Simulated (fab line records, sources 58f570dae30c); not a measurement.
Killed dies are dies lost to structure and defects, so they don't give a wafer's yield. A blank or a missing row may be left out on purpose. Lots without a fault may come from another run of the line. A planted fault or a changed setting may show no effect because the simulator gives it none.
Split-lot experiment | flow berkeley_cmos170 | 5 lots, 23 wafers read, on a route of 331 steps

THE SPLIT
At UCB170_NSD_COAT_01 (resist thk 900 nm), the setting spin_rpm was moved away from the recipe's 1500 rpm on 7 of the 23 wafers read, by -5.2% to +6.9%. The other wafers ran this setting at the recipe's value.

The reading is taken at the split's own step.

THE READING
KrF_of_NSD_COAT_01.thk_nm (the simulator's own value, which no gauge read), in nm, at UCB170_NSD_COAT_01 (resist thk 900 nm). The file gives no usual value for it. The 16 wafers here that ran the recipe average 898.6 nm, standard deviation 1.8 nm.

wafer  | tool, chamber at the split | spin_rpm as run, rpm | against the recipe | KrF_of_NSD_COAT_01.thk_nm, nm | against lot-mates on the recipe
L074.1 | litho_track-03, 0          | 1500                 | recipe             | 898.5                         | -
L074.2 | litho_track-03, 0          | 1500                 | recipe             | 895.7                         | -
L074.3 | litho_track-03, 0          | 1500                 | recipe             | 896.6                         | -
L074.4 | litho_track-03, 0          | 1500                 | recipe             | 898.1                         | -
L074.6 | litho_track-03, 0          | 1500                 | recipe             | 897.8                         | -
L079.1 | litho_track-01, 0          | 1589                 | +5.9%              | 875.9                         | -23.9
L079.2 | litho_track-01, 0          | 1500                 | recipe             | 900.7                         | -
L079.3 | litho_track-01, 0          | 1589                 | +5.9%              | 873.7                         | -26.1
L079.4 | litho_track-01, 0          | 1500                 | recipe             | 900.2                         | -
L079.5 | litho_track-01, 0          | 1500                 | recipe             | 898.4                         | -
L080.1 | litho_track-02, 0          | 1500                 | recipe             | 901.4                         | -
L080.2 | litho_track-02, 0          | 1500                 | recipe             | 899.5                         | -
L080.3 | litho_track-02, 0          | 1604                 | +6.9%              | 873.8                         | -26.3
L080.4 | litho_track-02, 0          | 1604                 | +6.9%              | 871.9                         | -28.2
L080.6 | litho_track-02, 0          | 1500                 | recipe             | 899.4                         | -
L083.3 | litho_track-03, 0          | 1500                 | recipe             | 902                           | -
L083.4 | litho_track-03, 0          | 1500                 | recipe             | 898.1                         | -
L083.5 | litho_track-03, 0          | 1500                 | recipe             | 898.7                         | -
L084.2 | litho_track-01, 0          | 1422                 | -5.2%              | 920.6                         | +24.1
L084.3 | litho_track-01, 0          | 1422                 | -5.2%              | 920                           | +23.5
L084.4 | litho_track-01, 0          | 1422                 | -5.2%              | 918.4                         | +21.9
L084.5 | litho_track-01, 0          | 1500                 | recipe             | 896.1                         | -
L084.6 | litho_track-01, 0          | 1500                 | recipe             | 896.9                         | -

THE FIT
A straight line over all 23 wafers: KrF_of_NSD_COAT_01.thk_nm changes by -3.92 nm for each +1% of spin_rpm; r = -0.99; the points scatter about the line by 1.7 nm.
The same after taking each lot's own level away (the mean of its wafers on the recipe; 23 wafers): -4.19 nm for each +1%; r = -1.00; scatter 1.3 nm.
On that fit, the largest move of spin_rpm shifts the reading by 29 nm.
The lots' own levels span 896.50 to 900.10 nm, that is 2.0 times the standard deviation above.
So the lot-to-lot level changes the slope little: the two slopes agree.
Check: with one of the wafers moved furthest among these (+6.9%) left out of the fit, the line predicts -29.4 nm for it against its lot-mates. It came out at -26.3 nm against them.

OTHER SPLITS ON THESE WAFERS
These wafers also went through other splits before the reading. Each is held against what the fit with the lots' levels taken away leaves over:
other split on the same wafers      | wafers away from the commonest value | r with KrF_of_NSD_COAT_01.thk_nm (lot level and that fit taken away)
UCB170_START_OXIDATION_02 temp_c    | 18                                   | -0.24
UCB170_PWELL_OXIDATION_02 temp_c    | 15                                   | +0.26
UCB170_ACTIVE_PEB_11 peb_temp_c     | 9                                    | +0.03
UCB170_PFIELD_IMPLANT_07 energy_kev | 10                                   | +0.32
UCB170_GATE_COAT_07 spin_rpm        | 8                                    | +0.16
UCB170_GATE_EXPOSE_09 dose_mj       | 5                                    | +0.00
UCB170_NLDD_EXPOSE_03 dose_mj       | 9                                    | +0.21

THE WHOLE CHAIN: every reading that the file lists as answering this split, in the file's order
step                | what it does      | reading                                                                    | change (the file's fit)              | r (the file's)
UCB170_NSD_COAT_01  | resist thk 900 nm | KrF_of_NSD_COAT_01.thk_nm (the simulator's own value, which no gauge read) | -4.15 nm for each +1% of the setting | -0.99
UCB170_NSD_STRIP_09 | strips in O2      | strip_time_to_endpoint_s                                                   | withheld for each +1% of the setting | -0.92

THE FILE'S OWN FIT
KrF_of_NSD_COAT_01.thk_nm changes by -4.15 nm for each +1% of spin_rpm, r = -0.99.
